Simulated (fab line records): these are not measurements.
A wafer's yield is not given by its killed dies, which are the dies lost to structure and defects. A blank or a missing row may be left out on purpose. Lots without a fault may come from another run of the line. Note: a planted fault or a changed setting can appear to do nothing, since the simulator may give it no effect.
fab line records	flow rit_cmos
[record] lots = 5	wafers = 15	last_day = 7
route steps=202 shown GATE@77 FOX2@80 M1@202
lots that met no fault: from a run of the same line without faults
start_h: hours from the record's opening day to when the first of the lot's shown wafers began	wait_h: how many hours have passed since the lot's step before this one	" as in the row above	L1.1+2: one row covering several wafers at once	- no value, or no start given	* or withheld: withheld	< > ~ a bound
route shown NAME@n: a module of which the file shows steps, and the number in the route of the first	usual: mean/standard deviation of fault-free wafers	same: alike in all rows	chamber/n: place in a boat	sites: readings site by site	_std_site: the values' standard deviation	_edge_site: outer sites' mean less inner sites'	radius_mm: how far each site lies from the wafer's centre	mask NAME#n: copy n	behind: the most recent tool/chamber to have shaped the wafer	hold: the reason the lot was held/the length of the hold in hours/how it ended	device: names the non-switching transistor (n, p or np)	end of line: the tests these same wafers got at the end of their route	a step without rows: its recipe alone	killed: count of dies lost to structure and defects at first sort (not the wafer's yield)	map: shows each die of a wafer: x if killed, . if not, _ if none is there
set.NAME: the setting as run; set.NAME@STEP: as run at that earlier step	model.NAME: the simulator's own value behind a step, which no gauge read
lots seen at some steps along the route; tables by step, rows by wafer
services: a tool's chamber out of use, with start hour (start_h, from the record's first day; less than 0 if before it), hours out, and reason
[[steps]]
[step RIT_GATE_CLEAN_02]
[recipe] chemistry = dHF	dilution = 50:1	time_s = 30
[step RIT_GATE_CLEAN_03]
[recipe] chemistry = SC2	mix = 3:3:50	time_s = 600	temp_c = 75	dry = n2_spin
[step RIT_GATE_CLEAN_04]
[recipe] chemistry = dHF	dilution = 50:1	time_s = 60	dry = n2_spin
[step RIT_FOX2_THK_MEAS_91]
[recipe] reads = SiO2_of_FOX2_OXIDATION_00
[usual] FIELD_OXIDE_LEFT_2_THK = 254/7.5
lot.wafer	tool	chamber	start_h	wait_h	FIELD_OXIDE_LEFT_2_THK[nm]
L920.2	film_metro-03	-	83.60	0.0	245
L920.3	"	-	"	"	246
L920.6	"	-	"	"	246
L922.1	film_metro-03	-	93.69	0.0	243
L922.3	"	-	"	"	243
L922.5	"	-	"	"	239
L926.2	film_metro-01	-	118.36	0.0	257
L926.5	"	-	"	"	251
L926.6	"	-	"	"	255
L927.1	film_metro-01	-	121.95	0.0	266
L927.2	"	-	"	"	258
L927.6	"	-	"	"	262
L932.1	film_metro-03	-	146.16	0.0	254
L932.4	"	-	"	"	252
L932.5	"	-	"	"	260
[step RIT_GATE_OXIDATION_05]
[recipe] temp_c = 900	ambient = O2	target_thk_a = 30	ox_time_s = 270
[step RIT_GATE_ANNEAL_06]
[recipe] temp_c = 900	time_s = 600	ambient = N2O
[step RIT_GATE_THK_MEAS_07]
[recipe] reads = SiO2_of_GATE_OXIDATION_05
[usual] GATE_OXIDE_THK = 3.01/0.066
lot.wafer	tool	chamber	start_h	wait_h	GATE_OXIDE_THK[nm]
L920.2	film_metro-03	-	85.04	0.0	2.98
L920.3	"	-	"	"	3.00
L920.6	"	-	"	"	2.94
L922.1	film_metro-02	-	95.28	0.0	3.01
L922.3	"	-	"	"	3.02
L922.5	"	-	"	"	2.98
L926.2	film_metro-02	-	121.93	0.0	3.13
L926.5	"	-	"	"	3.15
L926.6	"	-	"	"	3.11
L927.1	film_metro-03	-	123.70	0.0	2.97
L927.2	"	-	"	"	2.94
L927.6	"	-	"	"	2.94
L932.1	film_metro-03	-	149.54	0.0	3.02
L932.4	"	-	"	"	2.94
L932.5	"	-	"	"	3.09
[step RIT_GATE_CVD_08]
[recipe] material = poly-Si	target_thk_nm = 250	temp_c = 610	precursor = SiH4	time_s = 2220	pressure_mtorr = 300	sih4_flow_sccm = 100
[step RIT_GATE_THK_MEAS_09]
[recipe] reads = poly-Si_of_GATE_CVD_08
[usual] GATE_POLY_THK = 250.3/2
lot.wafer	tool	chamber	start_h	wait_h	GATE_POLY_THK[nm]
L920.2	film_metro-03	-	86.72	0.0	254.5
L920.3	"	-	"	"	251.9
L920.6	"	-	"	"	252.4
L922.1	film_metro-02	-	97.76	0.0	252.4
L922.3	"	-	"	"	251.3
L922.5	"	-	"	"	252.4
L926.2	film_metro-02	-	123.61	0.0	252.1
L926.5	"	-	"	"	252.2
L926.6	"	-	"	"	251.5
L927.1	film_metro-03	-	125.47	0.0	247.5
L927.2	"	-	"	"	250.5
L927.6	"	-	"	"	246.1
L932.1	film_metro-03	-	152.44	0.0	249.0
L932.4	"	-	"	"	250.0
L932.5	"	-	"	"	249.9
[step RIT_GATE_HMDS_10]
[recipe] prime_time_s = 60	prime_temp_c = 140
[step RIT_GATE_COAT_11]
[recipe] resist = NOVOLAK	spin_rpm = 4250	resist_thk_nm = 850
[step RIT_GATE_SOFTBAKE_12]
[recipe] resist = NOVOLAK	temp_c = 90	time_s = 60
[step RIT_GATE_EXPOSE_13]
[recipe] mask_id = M6	na = 0.6	source_shape = conventional	sigma_outer = 0.6	target_cd_nm = 150	dose_mj = 380
lot.wafer	tool	chamber	start_h	wait_h	mask
L920.2+3+6	iline_stepper-02	0	87.36	0.2	M6#0
L922.1+3+5	iline_stepper-01	0	98.29	0.1	M6#0
L926.2+5+6	iline_stepper-02	0	124.31	0.2	M6_R1#0
L927.1+2+6	iline_stepper-01	0	126.11	0.2	M6#0
L932.1+4+5	iline_stepper-02	0	152.95	0.1	M6#0
[step RIT_GATE_PEB_14]
[recipe] resist = NOVOLAK	temp_c = withheld	time_s = withheld
[step RIT_GATE_DEVELOP_15]
[recipe] resist = NOVOLAK	develop_time_s = 50	dev_temp_c = 23
[step RIT_GATE_CD_MEAS_16]
[recipe] target_cd_nm = 150
[usual] cd_nm = 149.3/2.1
lot.wafer	tool	chamber	start_h	wait_h	cd_nm
L920.2	cd_sem-01	-	88.00	-	150.0
L920.3	"	-	"	"	150.9
L920.6	"	-	"	"	146.5
L922.1	cd_sem-01	-	98.69	-	154.3
L922.3	"	-	"	"	152.7
L922.5	"	-	"	"	156.0
L926.2	cd_sem-01	-	124.71	-	138.3
L926.5	"	-	"	"	136.2
L926.6	"	-	"	"	137.1
L927.1	cd_sem-01	-	126.51	-	153.7
L927.2	"	-	"	"	152.9
L927.6	"	-	"	"	151.6
L932.1	cd_sem-02	-	153.51	-	148.0
L932.4	"	-	"	"	147.3
L932.5	"	-	"	"	150.3
[step RIT_GATE_OVL_MEAS_17]
[usual] GATE_OVL = 0.7/1.3
lot.wafer	tool	chamber	start_h	wait_h	GATE_OVL[nm]
L920.2	overlay-02	-	88.11	0.1	1.4
L920.3	"	-	"	"	0.1
L920.6	"	-	"	"	-0.4
L922.1	overlay-01	-	98.81	0.1	1.4
L922.3	"	-	"	"	1.5
L922.5	"	-	"	"	1.2
L926.2	overlay-02	-	124.82	0.1	0.0
L926.5	"	-	"	"	-0.2
L926.6	"	-	"	"	0.1
L927.1	overlay-01	-	126.63	0.1	-1.1
L927.2	"	-	"	"	-1.0
L927.6	"	-	"	"	0.1
L932.1	overlay-02	-	153.63	0.1	0.9
L932.4	"	-	"	"	2.9
L932.5	"	-	"	"	1.8
[step RIT_GATE_HARDBAKE_18]
[recipe] resist = NOVOLAK	temp_c = 140	time_s = 60
[step RIT_GATE_ETCH_19]
[recipe] chemistry = SF6/CHF3/O2	time_s = 165	SF6_flow_sccm = 30	CHF3_flow_sccm = 30	O2_flow_sccm = 5	target = poly-Si	pressure_mtorr = 40	rf_w = 160	target_depth_a = 3125	over_etch_frac = 0.25	stop_on = SiO2
[usual] drypump_motor_current_A = 5.4/0.35	he_backside_leak_sccm = 2.66/0.24	oes_product_au = 0.847/0.013	throttle_valve_pct = 10.23/0.13
[same] time_s = 165
lot.wafer	tool	chamber	start_h	wait_h	drypump_motor_current_A	he_backside_leak_sccm	oes_product_au	rf_hours_counter_h	throttle_valve_pct	model.GATE.cd_nm
L920.2	rie_si-02	3	88.29	0.1	5.2	2.56	0.827	72	10.29	150
L920.3	"	1	"	"	5.9	2.64	0.854	29	10.19	150.6
L920.6	"	2	"	"	5.7	2.65	0.848	-	10.11	146.7
L922.1	rie_si-02	1	99.00	0.1	5.9	2.69	0.856	29	10.18	154.4
L922.3	"	3	"	"	5.1	2.37	0.831	72	10.31	152.8
L922.5	"	1	"	"	5.9	2.78	0.856	-	10.18	156
L926.2	rie_si-02	2	125.10	0.1	5.7	2.61	0.847	112	10.12	138.1
L926.5	"	0	"	"	5.5	2.42	0.855	-	10.21	136.3
L926.6	"	3	"	"	5.2	2.62	0.824	-	10.31	137.1
L927.1	rie_si-01	0	126.91	0.1	4.9	2.65	0.843	52	10.03	153.8
L927.2	"	3	"	"	4.9	2.89	0.841	75	10.16	152.6
L927.6	"	3	"	"	4.9	2.91	0.833	-	10.16	151.7
L932.1	rie_si-02	0	153.89	0.1	5.5	2.47	0.859	2	10.21	147.9
L932.4	"	3	"	"	5.2	2.62	0.829	73	10.29	147.5
L932.5	"	3	"	"	5.2	2.56	0.820	-	10.33	150.1
[step RIT_GATE_STRIP_20]
[recipe] chemistry = O2	time_s = 180	resist = NOVOLAK	platen_temp_c = withheld	power_w = 500	pressure_mtorr = 4000	o2_flow_sccm = 4000
[usual] drypump_motor_current_A = 5.27/0.24
[same] time_s = 180
lot.wafer	tool	chamber	start_h	wait_h	drypump_motor_current_A	rf_hours_counter_h
L920.2	plasma_asher-01	1	88.40	0.1	5.47	43
L920.3	"	0	"	"	5.47	-
L920.6	"	0	"	"	5.48	-
L922.1	plasma_asher-04	1	99.11	0.1	4.92	46
L922.3	"	0	"	"	5.05	-
L922.5	"	0	"	"	5.05	-
L926.2	plasma_asher-01	1	125.21	0.1	5.49	1
L926.5	"	1	"	"	5.51	-
L926.6	"	0	"	"	5.44	-
L927.1	plasma_asher-02	1	127.02	0.1	5.11	49
L927.2	"	0	"	"	5.53	49
L927.6	"	0	"	"	5.51	-
L932.1	plasma_asher-04	1	154.00	0.1	4.97	51
L932.4	"	1	"	"	4.96	-
L932.5	"	1	"	"	4.93	-
[step RIT_M1_PROBE_99]
[usual] killed_at_contacts = 0.1/0.31	killed_at_front_end = 7.1/2.8	killed_dies = 7.2/2.8	killed_open = 3.5/2	killed_short = 3.7/1.9
[same] gross_dies = 264	killed_at_M0_to_M3 = 0	killed_at_M4_up = 0	killed_at_back_side = 0	killed_at_other = 0
lot.wafer	tool	chamber	start_h	wait_h	killed_at_contacts	killed_at_front_end	killed_dies	killed_open	killed_short	model.etest.pmos_0p3.r_on_ohm_um	model.etest.pmos_0p15.r_on_ohm_um	model.etest.pmos_turned.r_on_ohm_um	model.etest.nmos_0p15.r_on_ohm_um	model.etest.nmos_0p3.r_on_ohm_um	model.etest.nmos_0p15.drive_ua_um	model.etest.pmos_0p15.drive_ua_um	model.etest.npoly_line.line_ohm_um
L920.2	prober-01	-	110.07	0.1	0	8	8	3	5	6268	2818	3515	1146	2170	467	252.9	166.6
L920.3	prober-01	-	110.12	0.2	0	5	5	5	0	6318	2825	3526	1137	2166	458.3	249	166.1
L920.6	prober-01	-	110.27	0.2	0	7	7	7	0	6044	2618	3267	1064	2078	489.4	273.4	174.2
L922.1	prober-01	-	120.47	0.1	0	8	8	3	5	6409	2915	3659	1203	2198	442.4	240.4	160.7
L922.3	prober-01	-	120.57	0.2	0	9	9	3	5	6369	2868	3594	1190	2192	447.9	246.7	162.8
L922.5	prober-01	-	120.67	0.2	0	5	5	2	2	6317	2924	3598	1175	2174	444	238.7	157.1
L927.1	prober-02	-	149.00	0.1	1	3	4	4	0	6219	2781	3413	1136	2164	447.6	252.2	158.8
L927.2	prober-02	-	149.05	0.1	0	6	6	5	1	6004	2722	3339	1127	2156	460.1	260.1	162.4
L927.6	prober-02	-	149.25	0.2	0	6	6	0	6	6116	2731	3304	1099	2148	468.4	259.6	163.3
L926.2	prober-01	-	149.02	0.1	0	9	9	4	4	6176	2543	3233	1123	2170	487.2	280.8	192.9
L926.5	prober-01	-	149.17	0.2	0	8	8	2	4	6154	2494	3149	1090	2159	503.2	288.9	193.7
L926.6	prober-01	-	149.22	0.2	0	5	5	1	4	6072	2410	3037	1065	2113	504	292.5	196
L932.1	prober-01	-	173.91	0.1	0	6	6	2	4	6170	2708	3306	1119	2164	475.2	266.1	174.5
L932.4	prober-01	-	174.06	0.2	0	5	5	4	1	6142	2670	3291	1127	2151	484.4	269.2	171.8
L932.5	prober-01	-	174.11	0.2	0	6	6	3	3	6304	2783	3491	1149	2178	463.9	254.8	167.6
// killed by level:class
L920.2 GATE:geometric_particle:short=3 FOX1:geometric_particle:short=2 GATE:geometric_particle:open=2 FOX1:geometric_particle:open=1
L920.3 SPACER:geometric_particle:open=2 FOX1:geometric_particle:open=1 FOX2:geometric_particle:open=1 GATE:geometric_particle:open=1
L920.6 GATE:geometric_particle:open=4 FOX1:geometric_particle:open=2 FOX2:geometric_particle:open=1
L922.1 FOX1:geometric_particle:open=3 FOX1:geometric_particle:short=2 FOX2:geometric_particle:short=1 GATE:geometric_particle:short=1 REOX:geometric_particle:short=1
L922.3 SILICIDE:geometric_particle:short=3 FOX2:geometric_particle:open=2 GATE:geometric_particle:short=2 SILICIDE:geometric_particle:open=1 NRETRO:coat_microbubble_printed=1
L922.5 GATE:geometric_particle:open=2 GATE:geometric_particle:short=1 SILICIDE:geometric_particle:short=1 NRETRO:coat_microbubble_printed=1
L927.1 GATE:geometric_particle:open=3 CONTACT:geometric_particle:open=1
L926.2 GATE:geometric_particle:short=3 GATE:geometric_particle:open=2 REOX:geometric_particle:open=2 REOX:geometric_particle:short=1 PSD:coat_microbubble_printed=1
L927.2 SPACER:geometric_particle:open=2 FOX1:geometric_particle:open=1 FOX2:geometric_particle:open=1 GATE:geometric_particle:short=1 REOX:geometric_particle:open=1
L926.5 FOX2:geometric_particle:short=2 SPACER:geometric_particle:short=2 FOX2:geometric_particle:open=1 SILICIDE:geometric_particle:open=1 PSD:coat_microbubble_printed=1 GATE:area_expose=1
L926.6 FOX1:geometric_particle:short=2 GATE:geometric_particle:short=1 GATE:geometric_particle:open=1 SILICIDE:geometric_particle:short=1
L927.6 FOX1:geometric_particle:short=2 SPACER:geometric_particle:short=2 GATE:geometric_particle:short=1 REOX:geometric_particle:short=1
L932.1 GATE:geometric_particle:open=2 SPACER:geometric_particle:short=2 GATE:geometric_particle:short=1 SILICIDE:geometric_particle:short=1
L932.4 SPACER:geometric_particle:open=2 FOX1:geometric_particle:open=1 GATE:geometric_particle:open=1 GATE:geometric_particle:short=1
L932.5 GATE:geometric_particle:open=2 SPACER:geometric_particle:short=2 SILICIDE:geometric_particle:short=1 SILICIDE:geometric_particle:open=1
[[services]]
tool	chamber	start_h	hours	kind
rie_si-01	-	69.51	0.6	repair
plasma_asher-01	-	87.05	0.5	repair
plasma_asher-01	-	108.75	9.0	pm
plasma_asher-01	0	108.75	9.0	vent_cycle
plasma_asher-01	1	108.75	9.0	vent_cycle
rie_si-01	1	113.01	-	clean
rie_si-01	1	113.01	15.0	scheduled_down
rie_si-01	1	113.01	15.0	vent_cycle
plasma_asher-01	0	117.75	-	clean
plasma_asher-01	1	117.75	-	clean
plasma_asher-02	-	119.68	1.4	repair
iline_stepper-01	-	135.48	1.7	pm
rie_si-01	0	137.03	6.4	repair
iline_stepper-02	-	144.76	1.7	pm
[[key]]
[first_sign] step = RIT_GATE_EXPOSE_13	reading = mask	direction = changed
[effect] step = RIT_GATE_CD_MEAS_16	reading = cd_nm	direction = down	sigmas = 5.9	usual = 149.3	struck = 137.2
[model_effect] step = RIT_GATE_ETCH_19	value = GATE.cd_nm	without = 149.2	struck = 137.2
[model_effect] step = RIT_M1_PROBE_99	value = etest.pmos_0p3.r_on_ohm_um	without = 6424	struck = 6134
met_at RIT_GATE_EXPOSE_13
struck_wafers L926.2,L926.5,L926.6
tester_left_out L926
onset_between 87.36 124.31
[fault] kind = wrong_mask	tool = any	chamber = -	onset_h = 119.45	steps = RIT_GATE_EXPOSE_13	aux_copy = M6_R1#0	cd_offset_nm = -12	scope = struck_lots_only
// tester_left_out: of these lots the tester's yield and bins aren't shown, on N5 and GAA mostly nor the transistor test; their killed dies are dies lost to structure and defects alone, not to doping, threshold or leakage, so they don't give the yield
